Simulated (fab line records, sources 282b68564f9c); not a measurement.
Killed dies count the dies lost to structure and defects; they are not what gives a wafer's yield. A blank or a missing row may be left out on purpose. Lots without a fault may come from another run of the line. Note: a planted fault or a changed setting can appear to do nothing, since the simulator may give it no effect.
Which tool is to blame? || flow rit-cmos || Sampling: 13 lots, 39 wafers, 3 of 202 route steps

== WHAT EACH GAUGE READ, for each wafer ==
RIT_PLDD_TW_MEAS_10. Usual: PLDD_TW gives 2338 (standard deviation 14).
{"lot": "L770", "measured": "day 2 22:22", "on": "film-metro-02", "PLDD_TW": "2330 2323 2322", "flag": ""}
{"lot": "L771", "measured": "day 3 00:56", "on": "film-metro-02", "PLDD_TW": "2336 2328 2321", "flag": ""}
{"lot": "L772", "measured": "day 3 08:24", "on": "film-metro-04", "PLDD_TW": "2347 2326 2335", "flag": ""}
{"lot": "L773", "measured": "day 3 15:10", "on": "film-metro-03", "PLDD_TW": "2345 2321 2335", "flag": ""}
{"lot": "L774", "measured": "day 3 17:50", "on": "film-metro-03", "PLDD_TW": "2341 2349 2344", "flag": ""}
{"lot": "L775", "measured": "day 4 03:31", "on": "film-metro-02", "PLDD_TW": "2337 2334 2336", "flag": ""}
{"lot": "L776", "measured": "day 4 06:13", "on": "film-metro-04", "PLDD_TW": "2305 2318 2308", "flag": ""}
{"lot": "L783", "measured": "day 5 14:29", "on": "film-metro-04", "PLDD_TW": "2645 2645 2647", "flag": "OFF"}
{"lot": "L784", "measured": "day 5 22:49", "on": "film-metro-03", "PLDD_TW": "2660 2681 2661", "flag": "OFF"}
{"lot": "L786", "measured": "day 6 10:37", "on": "film-metro-02", "PLDD_TW": "2320 2324 2316", "flag": ""}
{"lot": "L788", "measured": "day 7 00:18", "on": "film-metro-03", "PLDD_TW": "2356 2332 2352", "flag": ""}
{"lot": "L789", "measured": "day 7 03:40", "on": "film-metro-02", "PLDD_TW": "2353 2349 2359", "flag": ""}
{"lot": "L792", "measured": "day 7 15:32", "on": "film-metro-04", "PLDD_TW": "2322 2330 2329", "flag": ""}

RIT_SDANNEAL_RS_MEAS_06: measurement is done with a four-point probe. Usual: PLDD_RS gives 178.4 ohm/sq (standard deviation 0.58).
{"lot": "L770", "measured": "day 3 04:41", "on": "film-metro-03", "PLDD_RS (ohm/sq)": "178.7 178.9 179.1", "flag": ""}
{"lot": "L771", "measured": "day 3 07:17", "on": "film-metro-03", "PLDD_RS (ohm/sq)": "178.4 179.3 179.1", "flag": ""}
{"lot": "L772", "measured": "day 3 14:52", "on": "film-metro-02", "PLDD_RS (ohm/sq)": "178.0 178.3 178.9", "flag": ""}
{"lot": "L773", "measured": "day 3 21:26", "on": "film-metro-04", "PLDD_RS (ohm/sq)": "178.8 178.4 178.5", "flag": ""}
{"lot": "L774", "measured": "day 4 00:13", "on": "film-metro-02", "PLDD_RS (ohm/sq)": "177.5 177.8 178.0", "flag": ""}
{"lot": "L775", "measured": "day 4 09:57", "on": "film-metro-04", "PLDD_RS (ohm/sq)": "178.6 178.4 178.6", "flag": ""}
{"lot": "L776", "measured": "day 4 12:37", "on": "film-metro-02", "PLDD_RS (ohm/sq)": "177.0 177.8 177.8", "flag": ""}
{"lot": "L783", "measured": "day 5 20:41", "on": "film-metro-03", "PLDD_RS (ohm/sq)": "154.9 155.1 155.1", "flag": "OFF"}
{"lot": "L784", "measured": "day 6 05:20", "on": "film-metro-04", "PLDD_RS (ohm/sq)": "154.5 154.3 154.6", "flag": "OFF"}
{"lot": "L786", "measured": "day 6 16:57", "on": "film-metro-02", "PLDD_RS (ohm/sq)": "178.6 178.7 178.1", "flag": ""}
{"lot": "L788", "measured": "day 7 06:26", "on": "film-metro-04", "PLDD_RS (ohm/sq)": "178.3 177.9 178.2", "flag": ""}
{"lot": "L789", "measured": "day 7 09:46", "on": "film-metro-03", "PLDD_RS (ohm/sq)": "179.2 179.3 179.1", "flag": ""}
{"lot": "L792", "measured": "day 7 22:37", "on": "film-metro-02", "PLDD_RS (ohm/sq)": "177.8 177.8 178.0", "flag": ""}

== EACH LOT AND THE TOOL THAT RAN IT (in order: tool; ch and the chambers of the sampled wafers; start) ==
{"lot": "L770", "RIT_PLDD_IMPLANT_08": "implanter-01 ch 0, day 2 22:02"}
{"lot": "L771", "RIT_PLDD_IMPLANT_08": "implanter-01 ch 0, day 3 00:38"}
{"lot": "L772", "RIT_PLDD_IMPLANT_08": "implanter-01 ch 0, day 3 08:05"}
{"lot": "L773", "RIT_PLDD_IMPLANT_08": "implanter-04 ch 0, day 3 14:53"}
{"lot": "L774", "RIT_PLDD_IMPLANT_08": "implanter-02 ch 0, day 3 17:30"}
{"lot": "L775", "RIT_PLDD_IMPLANT_08": "implanter-02 ch 0, day 4 03:13"}
{"lot": "L776", "RIT_PLDD_IMPLANT_08": "implanter-01 ch 0, day 4 05:53"}
{"lot": "L783", "RIT_PLDD_IMPLANT_08": "implanter-02 ch 0, day 5 14:10"}
{"lot": "L784", "RIT_PLDD_IMPLANT_08": "implanter-02 ch 0, day 5 22:30"}
{"lot": "L786", "RIT_PLDD_IMPLANT_08": "implanter-01 ch 0, day 6 10:17"}
{"lot": "L788", "RIT_PLDD_IMPLANT_08": "implanter-01 ch 0, day 6 23:59"}
{"lot": "L789", "RIT_PLDD_IMPLANT_08": "implanter-01 ch 0, day 7 03:20"}
{"lot": "L792", "RIT_PLDD_IMPLANT_08": "implanter-04 ch 0, day 7 15:14"}
- RIT_PLDD_IMPLANT_08

== AS READ BY THE TOOLS THEMSELVES (means over the sampled wafers that have a number; for cases with no such wafer, the mark the record gives instead) ==
RIT_PLDD_IMPLANT_08. Usual: dose-ions-cm2 9e+14, standard deviation 1e+12; end-station-pressure-torr 7.2e-06 Torr, standard deviation 4.2e-07; faraday-current-uA 2829, standard deviation 58.
{"lot": "L770", "tool": "implanter-01", "dose-ions-cm2": 9e+14, "end-station-pressure-torr (Torr)": 7.2e-06, "faraday-current-uA": 2831, "flag": ""}
{"lot": "L771", "tool": "implanter-01", "dose-ions-cm2": 9e+14, "end-station-pressure-torr (Torr)": 6.9e-06, "faraday-current-uA": 2818, "flag": ""}
{"lot": "L772", "tool": "implanter-01", "dose-ions-cm2": 9e+14, "end-station-pressure-torr (Torr)": 7.0e-06, "faraday-current-uA": 2817, "flag": ""}
{"lot": "L773", "tool": "implanter-04", "dose-ions-cm2": 9e+14, "end-station-pressure-torr (Torr)": 7.5e-06, "faraday-current-uA": 2834, "flag": ""}
{"lot": "L774", "tool": "implanter-02", "dose-ions-cm2": 9e+14, "end-station-pressure-torr (Torr)": 7.3e-06, "faraday-current-uA": 2814, "flag": ""}
{"lot": "L775", "tool": "implanter-02", "dose-ions-cm2": 9e+14, "end-station-pressure-torr (Torr)": 6.8e-06, "faraday-current-uA": 2804, "flag": ""}
{"lot": "L776", "tool": "implanter-01", "dose-ions-cm2": 9e+14, "end-station-pressure-torr (Torr)": 7.2e-06, "faraday-current-uA": 2810, "flag": ""}
{"lot": "L783", "tool": "implanter-02", "dose-ions-cm2": 2e+15, "end-station-pressure-torr (Torr)": 8.9e-06, "faraday-current-uA": 4989, "flag": "OFF"}
{"lot": "L784", "tool": "implanter-02", "dose-ions-cm2": 2e+15, "end-station-pressure-torr (Torr)": 8.8e-06, "faraday-current-uA": 4877, "flag": "OFF"}
{"lot": "L786", "tool": "implanter-01", "dose-ions-cm2": 9e+14, "end-station-pressure-torr (Torr)": 7.7e-06, "faraday-current-uA": 2817, "flag": ""}
{"lot": "L788", "tool": "implanter-01", "dose-ions-cm2": 9e+14, "end-station-pressure-torr (Torr)": 7.3e-06, "faraday-current-uA": 2860, "flag": ""}
{"lot": "L789", "tool": "implanter-01", "dose-ions-cm2": 9e+14, "end-station-pressure-torr (Torr)": 7.1e-06, "faraday-current-uA": 2866, "flag": ""}
{"lot": "L792", "tool": "implanter-04", "dose-ions-cm2": 9e+14, "end-station-pressure-torr (Torr)": 7.1e-06, "faraday-current-uA": 2802, "flag": ""}

== THE ANSWER, worked out from the rows above alone ==
Rule: a lot is off if the mean of its wafers that have a number lies more than 3 standard deviations from the usual mean. Also off: a lot with no number at a reading for which 4 or more lots have one. The other lots that the step has rows for count as sound. The gauges are gone through in route order, then the tools' own readings, and for those a lot's mean is taken as printed above. At the first step where some lot is off, the reading lying furthest off is the one used; lots without a number count as furthest.
Off: at RIT_PLDD_TW_MEAS_10 (PLDD_TW), L783, L784.
A tool fits if, at a process step before that reading, it ran every lot that is off, and no sound lot after the first of them. The gauges at RIT_PLDD_TW_MEAS_10 aren't tried: what is off there is off at RIT_PLDD_IMPLANT_08 too, on other tools, and a gauge's error can't cause that. One candidate fits, namely implanter-02 at RIT_PLDD_IMPLANT_08. A fault onset in the window from L775 (day 4 03:13, its last sound lot) to L783 (day 5 14:10, its first lot off) fits.
The tool's own readings at RIT_PLDD_IMPLANT_08 bear it out: on the lots that are off they differ by more than 5 times the standard deviation of the sound lots' means. dose-ions-cm2 reads 2e+15 there against 9e+14 on the sound lots; end-station-pressure-torr reads 8.8e-06 Torr there against 7.2e-06 Torr on the sound lots; faraday-current-uA reads 4933 there against 2825 on the sound lots.

== WHAT THE SIMULATOR PUT IN ==
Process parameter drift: implanter-02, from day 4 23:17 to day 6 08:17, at RIT_PLDD_IMPLANT_08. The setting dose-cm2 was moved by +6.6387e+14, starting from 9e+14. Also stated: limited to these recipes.
Shown lots that were struck: L783, L784. The rule above found the same.
